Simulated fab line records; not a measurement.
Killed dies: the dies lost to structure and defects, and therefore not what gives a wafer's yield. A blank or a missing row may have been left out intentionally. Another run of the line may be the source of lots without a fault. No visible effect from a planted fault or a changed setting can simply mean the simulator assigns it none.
Which tool did it? | flow rit-cmos | 7 lots, 21 wafers sampled, at 2 steps of a route of 202

## WHAT THE GAUGES SHOWED, per wafer
RIT_FOX1_THK_MEAS_01.
lot  | measured    | on            | FOX1_OXIDE_THK (nm)
L281 | day 1 23:22 | film-metro-01 | 363 360 355
L283 | day 2 10:11 | film-metro-01 | 355 365 365
L285 | day 2 20:26 | film-metro-03 | 353 353 350
L287 | day 3 05:53 | film-metro-01 | 345 342 350
L290 | day 3 21:22 | film-metro-01 | 357 357 350
L297 | day 5 06:20 | film-metro-03 | 342 340 347
L301 | day 6 02:26 | film-metro-01 | 363 369 372

## WHAT TOOL EACH LOT RAN ON (gives the tool, then ch and the chambers of the sampled wafers, and finally the start)
lot  | RIT_FOX1_OXIDATION_00
L281 | furnace-04 ch 0, day 1 22:03
L283 | furnace-04 ch 0, day 2 08:51
L285 | furnace-01 ch 0, day 2 19:08
L287 | furnace-03 ch 0, day 3 04:32
L290 | furnace-04 ch 0, day 3 20:03
L297 | furnace-01 ch 0, day 5 05:01
L301 | furnace-04 ch 0, day 6 01:07
- RIT_FOX1_OXIDATION_00: target thk 350.7 nm, ox time 1130 s.

## THE ANSWER, worked out from the rows above alone
Rule: usual is defined by the lots themselves. Put in order of their means at a reading, lots are off if they are a third of the lots or fewer, leave a main group of 4 or more, and stand apart from it by a gap of 3 or more times the standard deviation of the main group's means; of several such gaps the widest counts. Not used: any main group whose means are identical at the precision the tables above print for the reading. A lot without any number at a reading at which 4 lots or more have one is off too. Any other lot the step has rows for is counted as sound.
No lot is off on any of the readings shown, so nothing can be concluded from this.

## WHAT THE SIMULATOR HAD INSERTED
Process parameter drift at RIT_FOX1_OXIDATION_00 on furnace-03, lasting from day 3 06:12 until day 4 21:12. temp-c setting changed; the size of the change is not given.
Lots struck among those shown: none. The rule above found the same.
